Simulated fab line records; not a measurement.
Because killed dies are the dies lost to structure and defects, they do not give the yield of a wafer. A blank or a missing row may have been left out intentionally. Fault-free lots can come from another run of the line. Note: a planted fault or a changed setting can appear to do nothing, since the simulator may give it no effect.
fab line records + flow rit_cmos
[record]
- lots = 15
- wafers = 45
- last_day = 7
route steps=202 shown NRETRO@62 GATE@96 PLDD@120 PSD@148
lots with no fault: from the same line, run without faults
start_h: hours from the record's opening day to when the first of the lot's shown wafers began + wait_h: hours from the lot's prior step to this one + " same as the row above + L1.1+2: several wafers, shown together as one row + - no value present, or no start provided + * or withheld: withheld + < > ~ a bound
route shown NAME@n: names a module that has steps shown in the file, with the first one's number in the route + usual: mean and standard deviation over wafers with no fault + same: alike in all rows + chamber/n: place in a boat + sites: each site's reading + _std_site: how widely they spread, as a standard deviation + _edge_site: mean of outer sites minus mean of inner sites + radius_mm: for every site, how far away it sits from the centre of the wafer + mask NAME#n: copy n + behind: the tool/chamber that last shaped the wafer + hold: why the lot was held/for how many hours/how that ended + device: the transistor (n, p or np) that didn't switch + end of line: at the end of the route, the tests of the same wafers + for a step that has no rows: nothing shown but its recipe + killed: dies lost to structure and defects at the first sort, not the wafer's yield + map: the dies of a wafer, with x for killed, . for not killed, _ for no die there
set.NAME: the setting the step ran with; set.NAME@STEP: the setting that earlier step ran with + model.NAME: the simulator's own value behind a step, which no gauge read
steps of the route over a sample of lots; a table a step, a row a wafer
services: from which hour (start_h, from the record's first day; less than 0 if before it) a tool's chamber was out of use, for how many hours, and why
[[steps]]
[step RIT_NRETRO_STRIP_09]
[recipe]
- chemistry = O2
- time_s = 180
- resist = NOVOLAK
- platen_temp_c = withheld
- power_w = 500
- pressure_mtorr = 4000
- o2_flow_sccm = 4000
[usual]
- chamber_pressure_mTorr = 3999/4.3
- drypump_motor_current_A = 5.8/0.57
| lot.wafer | tool            | chamber | start_h | wait_h | chamber_pressure_mTorr | drypump_motor_current_A | rf_hours_counter_h |
|-----------|-----------------|---------|---------|--------|------------------------|-------------------------|--------------------|
| L261.2    | plasma_asher-02 | 0       | 32.85   | 0.1    | 3997                   | 5.4                     | 22                 |
| L261.3    | "               | 0       | "       | "      | 3999                   | 5.4                     | -                  |
| L261.5    | "               | 1       | "       | "      | 3996                   | 6.5                     | -                  |
| L262.1    | plasma_asher-03 | 0       | 36.07   | 0.1    | 3999                   | 5.8                     | 30                 |
| L262.2    | "               | 1       | "       | "      | 4001                   | 5.1                     | 30                 |
| L262.4    | "               | 0       | "       | "      | 4001                   | 5.7                     | -                  |
| L264.2    | plasma_asher-02 | 0       | 45.11   | 0.1    | 4004                   | 5.4                     | 24                 |
| L264.4    | "               | 1       | "       | "      | 3995                   | 6.5                     | -                  |
| L264.6    | "               | 0       | "       | "      | 3995                   | 5.4                     | -                  |
| L265.2    | plasma_asher-04 | 0       | 50.51   | 0.1    | 3993                   | 6.6                     | 46                 |
| L265.3    | "               | 0       | "       | "      | 4000                   | 6.6                     | -                  |
| L265.5    | "               | 1       | "       | "      | 4002                   | 5.2                     | -                  |
| L267.1    | plasma_asher-04 | 1       | 60.60   | 0.1    | 4001                   | 5.2                     | 47                 |
| L267.4    | "               | 0       | "       | "      | 3998                   | 6.6                     | -                  |
| L267.6    | "               | 0       | "       | "      | 4000                   | 6.6                     | -                  |
| L268.2    | plasma_asher-03 | 1       | 68.28   | 0.1    | 3995                   | 5.1                     | 33                 |
| L268.3    | "               | 0       | "       | "      | 4002                   | 5.8                     | -                  |
| L268.4    | "               | 1       | "       | "      | 3995                   | 5.1                     | -                  |
| L269.1    | plasma_asher-03 | 0       | 73.36   | 0.1    | 3994                   | 5.7                     | 34                 |
| L269.2    | "               | 1       | "       | "      | 3995                   | 5.1                     | 34                 |
| L269.5    | "               | 0       | "       | "      | 4009                   | 5.7                     | -                  |
| L274.1    | plasma_asher-02 | 0       | 95.36   | 0.1    | 3996                   | 5.4                     | 29                 |
| L274.3    | "               | 0       | "       | "      | 4000                   | 5.4                     | -                  |
| L274.4    | "               | 1       | "       | "      | 4002                   | 6.5                     | -                  |
| L275.2    | plasma_asher-04 | 0       | 100.52  | 0.1    | 3996                   | 6.5                     | 52                 |
| L275.4    | "               | 0       | "       | "      | 3999                   | 6.6                     | -                  |
| L275.5    | "               | 1       | "       | "      | 3999                   | 5.2                     | -                  |
| L276.1    | plasma_asher-02 | 1       | 106.55  | 0.1    | 4003                   | 6.4                     | 30                 |
| L276.5    | "               | 0       | "       | "      | 3997                   | 5.4                     | -                  |
| L276.6    | "               | 1       | "       | "      | 3995                   | 6.5                     | -                  |
| L277.1    | plasma_asher-03 | 0       | 113.14  | 0.1    | 4005                   | 5.7                     | 38                 |
| L277.2    | "               | 1       | "       | "      | 3993                   | 5.1                     | 38                 |
| L277.4    | "               | 0       | "       | "      | 3994                   | 5.7                     | -                  |
| L280.1    | plasma_asher-03 | 1       | 130.04  | 0.1    | 4000                   | 5.1                     | 39                 |
| L280.5    | "               | 1       | "       | "      | 4003                   | 5.1                     | -                  |
| L280.6    | "               | 0       | "       | "      | 3999                   | 5.8                     | -                  |
| L281.1    | plasma_asher-02 | 0       | 135.12  | 0.1    | 3995                   | 5.4                     | 33                 |
| L281.5    | "               | 0       | "       | "      | 4002                   | 5.4                     | -                  |
| L281.6    | "               | 1       | "       | "      | 4001                   | 6.5                     | -                  |
| L282.3    | plasma_asher-04 | 1       | 137.86  | 0.1    | 3999                   | 5.2                     | -                  |
| L282.4    | "               | 0       | "       | "      | 4000                   | 6.6                     | -                  |
| L282.5    | "               | 1       | "       | "      | 3998                   | 5.3                     | -                  |
| L283.1    | plasma_asher-03 | 0       | 146.84  | 0.1    | 3993                   | 5.7                     | 41                 |
| L283.3    | "               | 1       | "       | "      | 4002                   | 5.1                     | -                  |
| L283.5    | "               | 1       | "       | "      | 3999                   | 5.1                     | -                  |
[step RIT_GATE_STRIP_20]
[recipe]
- chemistry = O2
- time_s = 180
- resist = NOVOLAK
- platen_temp_c = withheld
- power_w = 500
- pressure_mtorr = 4000
- o2_flow_sccm = 4000
[usual]
- chamber_pressure_mTorr = 4000/4.3
- drypump_motor_current_A = 6.0/0.55
| lot.wafer | tool            | chamber | start_h | wait_h | chamber_pressure_mTorr | drypump_motor_current_A | rf_hours_counter_h |
|-----------|-----------------|---------|---------|--------|------------------------|-------------------------|--------------------|
| L261.2    | plasma_asher-01 | 0       | 42.69   | 0.1    | 3980                   | 5.7                     | 44                 |
| L261.3    | "               | 1       | "       | "      | 3993                   | 6.3                     | -                  |
| L261.5    | "               | 1       | "       | "      | 3998                   | 6.3                     | -                  |
| L262.1    | plasma_asher-04 | 1       | 44.34   | 0.1    | 3999                   | 5.3                     | 46                 |
| L262.2    | "               | 0       | "       | "      | 4005                   | 6.6                     | 46                 |
| L262.4    | "               | 0       | "       | "      | 4003                   | 6.6                     | -                  |
| L264.2    | plasma_asher-04 | 1       | 54.33   | 0.1    | 3998                   | 5.2                     | 47                 |
| L264.4    | "               | 0       | "       | "      | 3994                   | 6.6                     | -                  |
| L264.6    | "               | 1       | "       | "      | 4004                   | 5.2                     | -                  |
| L265.2    | plasma_asher-01 | 1       | 58.13   | 0.1    | 3994                   | 6.3                     | 46                 |
| L265.3    | "               | 1       | "       | "      | 3997                   | 6.3                     | -                  |
| L265.5    | "               | 1       | "       | "      | 4009                   | 6.3                     | -                  |
| L267.1    | plasma_asher-01 | 1       | 67.38   | 0.1    | -                      | -                       | -                  |
| L267.4    | "               | 0       | "       | "      | -                      | -                       | -                  |
| L267.6    | "               | 0       | "       | "      | -                      | -                       | -                  |
| L268.2    | plasma_asher-02 | 0       | 76.12   | 0.1    | -                      | -                       | -                  |
| L268.3    | "               | 1       | "       | "      | -                      | -                       | -                  |
| L268.4    | "               | 0       | "       | "      | -                      | -                       | -                  |
| L269.1    | plasma_asher-04 | 1       | 80.43   | 0.1    | -                      | -                       | -                  |
| L269.2    | "               | 0       | "       | "      | -                      | -                       | -                  |
| L269.5    | "               | 1       | "       | "      | -                      | -                       | -                  |
| L274.1    | plasma_asher-04 | 0       | 103.69  | 0.1    | 3997                   | 6.6                     | 52                 |
| L274.3    | "               | 0       | "       | "      | 3997                   | 6.6                     | -                  |
| L274.4    | "               | 1       | "       | "      | 3996                   | 5.2                     | -                  |
| L275.2    | plasma_asher-04 | 0       | 107.50  | 0.1    | 4002                   | 6.6                     | 53                 |
| L275.4    | "               | 0       | "       | "      | 3998                   | 6.6                     | -                  |
| L275.5    | "               | 0       | "       | "      | 4002                   | 6.6                     | -                  |
| L276.1    | plasma_asher-02 | 0       | 114.90  | 0.1    | 3999                   | 5.4                     | 31                 |
| L276.5    | "               | 1       | "       | "      | 3995                   | 6.5                     | -                  |
| L276.6    | "               | 0       | "       | "      | 3998                   | 5.4                     | -                  |
| L277.1    | plasma_asher-01 | 1       | 123.94  | 0.1    | 4009                   | 6.2                     | 53                 |
| L277.2    | "               | 0       | "       | "      | 3995                   | 5.7                     | 53                 |
| L277.4    | "               | 0       | "       | "      | 4002                   | 5.8                     | -                  |
| L280.1    | plasma_asher-01 | 0       | 138.35  | 0.1    | 4003                   | 5.7                     | 54                 |
| L280.5    | "               | 1       | "       | "      | 4001                   | 6.3                     | -                  |
| L280.6    | "               | 0       | "       | "      | 3999                   | 5.7                     | -                  |
| L281.1    | plasma_asher-02 | 0       | 141.84  | 0.1    | 3998                   | 5.4                     | 34                 |
| L281.5    | "               | 1       | "       | "      | 4006                   | 6.5                     | -                  |
| L281.6    | "               | 0       | "       | "      | 3998                   | 5.5                     | -                  |
| L282.3    | plasma_asher-04 | 1       | 150.30  | 0.1    | 4007                   | 5.3                     | -                  |
| L282.4    | "               | 0       | "       | "      | 4002                   | 6.6                     | -                  |
| L282.5    | "               | 1       | "       | "      | 3990                   | 5.2                     | -                  |
| L283.1    | plasma_asher-04 | 0       | 155.00  | 0.1    | 3999                   | 6.6                     | 3                  |
| L283.3    | "               | 0       | "       | "      | 3997                   | 6.7                     | -                  |
| L283.5    | "               | 0       | "       | "      | 4000                   | 6.6                     | -                  |
[step RIT_PLDD_OVL_MEAS_06]
[usual]
- PLDD_OVL = 0.4/1.6
| lot.wafer | tool       | chamber | start_h | wait_h | PLDD_OVL[nm] |
|-----------|------------|---------|---------|--------|--------------|
| L261.2    | overlay-01 | -       | 48.38   | -      | -1.5         |
| L261.3    | "          | -       | "       | "      | -0.4         |
| L261.5    | "          | -       | "       | "      | 0.6          |
| L262.1    | overlay-02 | -       | 49.98   | -      | -1.9         |
| L262.2    | "          | -       | "       | "      | 0.7          |
| L262.4    | "          | -       | "       | "      | -1.4         |
| L264.2    | overlay-01 | -       | 60.21   | -      | 0.7          |
| L264.4    | "          | -       | "       | "      | 1.7          |
| L264.6    | "          | -       | "       | "      | 1.0          |
| L265.2    | overlay-02 | -       | 63.68   | -      | -0.2         |
| L265.3    | "          | -       | "       | "      | -0.9         |
| L265.5    | "          | -       | "       | "      | -2.1         |
| L274.1    | overlay-02 | -       | 109.25  | -      | -0.2         |
| L274.3    | "          | -       | "       | "      | -0.7         |
| L274.4    | "          | -       | "       | "      | -0.5         |
| L275.2    | overlay-01 | -       | 113.06  | -      | 3.6          |
| L275.4    | "          | -       | "       | "      | 4.9          |
| L275.5    | "          | -       | "       | "      | 4.5          |
| L276.1    | overlay-02 | -       | 122.31  | -      | 0.3          |
| L276.5    | "          | -       | "       | "      | 0.7          |
| L276.6    | "          | -       | "       | "      | 0.9          |
| L277.1    | overlay-01 | -       | 129.50  | -      | 0.4          |
| L277.2    | "          | -       | "       | "      | 1.2          |
| L277.4    | "          | -       | "       | "      | -0.6         |
| L280.1    | overlay-01 | -       | 144.06  | -      | 2.9          |
| L280.5    | "          | -       | "       | "      | 1.5          |
| L280.6    | "          | -       | "       | "      | 1.5          |
| L281.1    | overlay-02 | -       | 150.92  | -      | 2.1          |
| L281.5    | "          | -       | "       | "      | 1.3          |
| L281.6    | "          | -       | "       | "      | 0.6          |
| L282.3    | overlay-01 | -       | 156.26  | -      | 1.7          |
| L282.4    | "          | -       | "       | "      | -0.7         |
| L282.5    | "          | -       | "       | "      | -0.5         |
| L283.1    | overlay-02 | -       | 160.93  | -      | 0.0          |
| L283.3    | "          | -       | "       | "      | -0.9         |
| L283.5    | "          | -       | "       | "      | 2.7          |
[step RIT_PSD_OVL_MEAS_06]
[usual]
- PSD_OVL = 0.1/1.4
| lot.wafer | tool       | chamber | start_h | wait_h | PSD_OVL[nm] |
|-----------|------------|---------|---------|--------|-------------|
| L261.2    | overlay-01 | -       | 54.96   | -      | 0.3         |
| L261.3    | "          | -       | "       | "      | 0.7         |
| L261.5    | "          | -       | "       | "      | 0.9         |
| L262.1    | overlay-02 | -       | 57.40   | -      | -0.2        |
| L262.2    | "          | -       | "       | "      | -1.9        |
| L262.4    | "          | -       | "       | "      | -1.0        |
| L264.2    | overlay-02 | -       | 66.08   | -      | -1.6        |
| L264.4    | "          | -       | "       | "      | -1.6        |
| L264.6    | "          | -       | "       | "      | -0.8        |
| L265.2    | overlay-02 | -       | 69.27   | -      | -1.9        |
| L265.3    | "          | -       | "       | "      | -2.7        |
| L265.5    | "          | -       | "       | "      | -1.1        |
| L274.1    | overlay-01 | -       | 114.73  | -      | -0.7        |
| L274.3    | "          | -       | "       | "      | -0.5        |
| L274.4    | "          | -       | "       | "      | -0.8        |
| L275.2    | overlay-02 | -       | 118.55  | -      | -1.0        |
| L275.4    | "          | -       | "       | "      | -1.9        |
| L275.5    | "          | -       | "       | "      | 1.0         |
| L276.1    | overlay-01 | -       | 128.12  | -      | 2.8         |
| L276.5    | "          | -       | "       | "      | 2.0         |
| L276.6    | "          | -       | "       | "      | 1.9         |
| L277.1    | overlay-02 | -       | 136.81  | -      | -0.9        |
| L277.2    | "          | -       | "       | "      | -0.8        |
| L277.4    | "          | -       | "       | "      | -1.1        |
| L280.1    | overlay-01 | -       | 150.64  | -      | 0.5         |
| L280.5    | "          | -       | "       | "      | 0.3         |
| L280.6    | "          | -       | "       | "      | -0.4        |
| L281.1    | overlay-02 | -       | 157.83  | -      | 0.3         |
| L281.5    | "          | -       | "       | "      | -2.0        |
| L281.6    | "          | -       | "       | "      | -0.6        |
| L282.3    | overlay-02 | -       | 162.79  | -      | 0.1         |
| L282.4    | "          | -       | "       | "      | -0.3        |
| L282.5    | "          | -       | "       | "      | -1.7        |
| L283.1    | overlay-01 | -       | 167.77  | -      | 2.4         |
| L283.3    | "          | -       | "       | "      | 2.0         |
| L283.5    | "          | -       | "       | "      | 2.2         |
[[services]]
| tool            | chamber | start_h | hours | kind       |
|-----------------|---------|---------|-------|------------|
| plasma_asher-04 | -       | 108.75  | 9.0   | pm         |
| plasma_asher-04 | 0       | 108.75  | 9.0   | vent_cycle |
| plasma_asher-04 | 1       | 108.75  | 9.0   | vent_cycle |
| plasma_asher-04 | 0       | 117.75  | -     | clean      |
| plasma_asher-04 | 1       | 117.75  | -     | clean      |
[[key]]
[first_sign]
- step = RIT_GATE_STRIP_20
- reading = tool_record
- direction = missing
effect none on later readings
met_at RIT_GATE_STRIP_20
struck_lots L267,L268,L269
later_rows_left_out L267.1,L267.4,L267.6,L268.2,L268.3,L268.4,L269.1,L269.2,L269.5
sort_left_out L267.1,L267.4,L267.6,L268.2,L268.3,L268.4,L269.1,L269.2,L269.5
tester_left_out L267,L268,L269
not_acting_at RIT_NRETRO_STRIP_09,RIT_PLDD_OVL_MEAS_06,RIT_PSD_OVL_MEAS_06
onset_between 58.13 67.38
[fault]
- kind = skipped_step_whole
- tool = plasma_asher-01,plasma_asher-02,plasma_asher-04
- chamber = -
- onset_h = 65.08
- steps = RIT_GATE_STRIP_20
- scope = struck_lots_only
// tester_left_out: of these lots the tester's yield and bins aren't shown, on N5 and GAA mostly nor the transistor test; their killed dies are dies lost to structure and defects alone, not to doping, threshold or leakage, so they don't give the yield
// sort_left_out: the simulated sort isn't trusted on such a fault, so these wafers' sort isn't shown, and their yield isn't known
// later_rows_left_out: the simulator's readings of these wafers behind a module that went badly wrong aren't trusted and aren't shown, but for the sort
